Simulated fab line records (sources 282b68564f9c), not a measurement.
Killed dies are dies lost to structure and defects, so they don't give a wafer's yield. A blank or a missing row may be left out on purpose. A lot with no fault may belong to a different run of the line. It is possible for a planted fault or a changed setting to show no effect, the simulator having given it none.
fab line records -- flow rit_cmos
record lots=14, wafers=42, last_day=8
route steps=202 shown FOX1@20
lots that met no fault: taken from a fault-free run of the same line
start_h: start of the lot's first displayed wafer, in hours after the record's first day -- wait_h: how many hours have passed since the lot's step before this one -- " repeats the value in the row above -- L1.1+2: several wafers, shown together as one row -- - no value, or no start was given -- * or withheld: withheld -- < > ~ a bound
route shown NAME@n: a module of which the file shows steps, and the number in the route of the first -- usual: mean/standard deviation of fault-free wafers -- same: alike in all rows -- chamber/n: place in a boat -- sites: the reading at each site -- _std_site: standard deviation across them -- _edge_site: outer sites' mean less inner sites' -- radius_mm: for every site, how far away it sits from the centre of the wafer -- mask NAME#n: copy n -- behind: the tool/chamber that last shaped the wafer -- hold: what put the lot on hold/how long, in hours/how the hold closed -- device: transistor that didn't switch, given as n, p or np -- end of line: at the end of the route, the tests of the same wafers -- step lacking rows: just its recipe -- killed: count of dies lost to structure and defects at first sort (not the wafer's yield) -- map: dies across one wafer; x = killed, . = not, _ = none there
set.NAME: the run value of the setting; set.NAME@STEP: its run value at that earlier step -- model.NAME: the simulator's own value behind a step, which no gauge read
route steps across a sampled set of lots; one table per step, one row per wafer
services: the hour from which a tool's chamber was out of use, counted from the record's first day as start_h (under 0 if before that day), plus the number of hours and why
## steps
# step RIT_FOX1_OXIDATION_00
# recipe temp_c=1100, ambient=H2O, target_thk_a=3507, p_h2o_torr=720, ox_time_s=1130
lot.wafer,tool,chamber,start_h,wait_h
L521.2+3+6,furnace-04,0,22.18,1.6
L522.2+3+6,furnace-04,0,26.05,0.3
L523.1+2+6,furnace-01,0,32.05,0.7
L525.1+2+5,furnace-04,0,43.05,0.7
L527.2+5+6,furnace-01,0,53.01,1.3
L528.1+3+4,furnace-04,0,55.92,0.3
L529.3+4+6,furnace-01,0,62.74,0.9
L530.3+5+6,furnace-01,0,68.37,1.8
L531.2+3+6,furnace-03,0,73.08,0.8
L532.1+2+3,furnace-01,0,76.79,0.3
L533.2+3+4,furnace-01,0,84.09,2.7
L534.2+5+6,furnace-03,0,88.57,1.0
L541.2+3+4,furnace-04,0,127.25,1.9
L543.2+4+6,furnace-04,0,136.22,3.8
# step RIT_FOX1_THK_MEAS_01
# recipe reads=SiO2_of_FOX1_OXIDATION_00
# usual FOX1_OXIDE_THK=348/6
lot.wafer,tool,chamber,start_h,wait_h,FOX1_OXIDE_THK[nm]
L521.2,film_metro-01,-,23.51,0.0,350
L521.3,film_metro-01,-,23.51,0.0,340
L521.6,film_metro-01,-,23.51,0.0,337
L522.2,film_metro-02,-,27.37,0.0,342
L522.3,film_metro-02,-,27.37,0.0,344
L522.6,film_metro-02,-,27.37,0.0,347
L523.1,film_metro-03,-,33.37,0.0,356
L523.2,film_metro-03,-,33.37,0.0,356
L523.6,film_metro-03,-,33.37,0.0,354
L525.1,film_metro-01,-,44.36,0.0,347
L525.2,film_metro-01,-,44.36,0.0,350
L525.5,film_metro-01,-,44.36,0.0,349
L527.2,film_metro-02,-,54.33,0.0,350
L527.5,film_metro-02,-,54.33,0.0,357
L527.6,film_metro-02,-,54.33,0.0,354
L528.1,film_metro-03,-,57.23,0.0,339
L528.3,film_metro-03,-,57.23,0.0,343
L528.4,film_metro-03,-,57.23,0.0,346
L529.3,film_metro-01,-,64.07,0.0,347
L529.4,film_metro-01,-,64.07,0.0,342
L529.6,film_metro-01,-,64.07,0.0,342
L530.3,film_metro-02,-,69.71,0.0,344
L530.5,film_metro-02,-,69.71,0.0,352
L530.6,film_metro-02,-,69.71,0.0,347
L531.2,film_metro-02,-,74.40,0.0,354
L531.3,film_metro-02,-,74.40,0.0,348
L531.6,film_metro-02,-,74.40,0.0,353
L532.1,film_metro-02,-,78.11,0.0,306
L532.2,film_metro-02,-,78.11,0.0,306
L532.3,film_metro-02,-,78.11,0.0,309
L533.2,film_metro-01,-,85.41,0.0,303
L533.3,film_metro-01,-,85.41,0.0,305
L533.4,film_metro-01,-,85.41,0.0,308
L534.2,film_metro-03,-,89.89,0.0,356
L534.5,film_metro-03,-,89.89,0.0,352
L534.6,film_metro-03,-,89.89,0.0,344
L541.2,film_metro-02,-,128.57,0.0,356
L541.3,film_metro-02,-,128.57,0.0,352
L541.4,film_metro-02,-,128.57,0.0,353
L543.2,film_metro-01,-,137.55,0.0,360
L543.4,film_metro-01,-,137.55,0.0,358
L543.6,film_metro-01,-,137.55,0.0,356
## services
tool,chamber,start_h,hours,kind
furnace-01,-,59.65,2.8,pm
furnace-03,-,70.85,2.2,pm
furnace-03,-,85.52,3.0,pm
## key
first_sign step=RIT_FOX1_THK_MEAS_01, reading=FOX1_OXIDE_THK, direction=down, sigmas=7, usual=348, struck=306
effect none on later readings
met_at RIT_FOX1_OXIDATION_00
struck_lots L532,L533
tester_left_out L532,L533
onset_between 68.37 76.79
fault kind=process_parameter_drift, tool=furnace-01, chamber=-, onset_h=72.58, steps=RIT_FOX1_OXIDATION_00, channel=ox_time_s, offset=*, shape=step, end_h=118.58, acts_in=*, stated=*
# tester_left_out: of these lots the tester's yield and bins aren't shown, on N5 and GAA mostly nor the transistor test; their killed dies are dies lost to structure and defects alone, not to doping, threshold or leakage, so they don't give the yield
